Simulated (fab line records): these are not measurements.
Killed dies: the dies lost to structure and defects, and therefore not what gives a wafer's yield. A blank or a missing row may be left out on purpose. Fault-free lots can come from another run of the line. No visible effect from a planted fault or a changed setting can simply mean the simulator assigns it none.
Which tool was responsible?    flow rit cmos    Sampling: 6 lots, 18 wafers, 2 of 202 route steps

WHAT THE GAUGES READ, wafer by wafer
RIT_GATE_CD_MEAS_16: target cd 150 nm.
lot   measured     on         cd nm (nm)
L933  day 3 20:23  cd sem-01  151.5 153.3 151.9
L935  day 4 05:15  cd sem-02  150.8 148.9 150.0
L939  day 5 04:10  cd sem-02  151.2 148.3 149.2
L942  day 5 17:28  cd sem-02  194.5 195.9 194.7
L947  day 6 16:12  cd sem-02  152.4 151.8 154.1
L949  day 7 01:33  cd sem-02  149.3 148.9 149.7

EACH LOT AND THE TOOL THAT RAN IT (in order: tool; ch and the chambers of the sampled wafers; start)
lot   RIT_GATE_EXPOSE_13
L933  iline stepper-01 ch 0, day 3 19:59
L935  iline stepper-02 ch 0, day 4 04:51
L939  iline stepper-02 ch 0, day 5 03:46
L942  iline stepper-01 ch 0, day 5 17:04
L947  iline stepper-01 ch 0, day 6 15:48
L949  iline stepper-02 ch 0, day 7 01:09
- RIT_GATE_EXPOSE_13: exposes mask M6, target cd 150 nm.

THE ANSWER, worked out from the rows above alone
Rule: the usual values come from the lots themselves. The widest of any qualifying gaps counts: lots, ordered by their means at a reading, are off when they make up no more than a third of the lots, leave a main group of 4 or more, and stand apart from it by 3 or more times the standard deviation of that group's means. The tables above print the reading to a certain number of digits; a main group whose means all agree to those digits is not used. A lot without any number at a reading at which 4 lots or more have one is off too. All remaining lots with rows at the step are treated as sound.
Off, at RIT_GATE_CD_MEAS_16 on cd nm: L942. The main group has a mean of 150.8 nm with a standard deviation of 1.4.
A tool fits if, at a process step before that reading, it ran every lot that is off, and no sound lot after the first of them. The gauges at RIT_GATE_CD_MEAS_16 are tried like those tools. None of those tried fits.

WHAT THE SIMULATOR HAD PUT IN
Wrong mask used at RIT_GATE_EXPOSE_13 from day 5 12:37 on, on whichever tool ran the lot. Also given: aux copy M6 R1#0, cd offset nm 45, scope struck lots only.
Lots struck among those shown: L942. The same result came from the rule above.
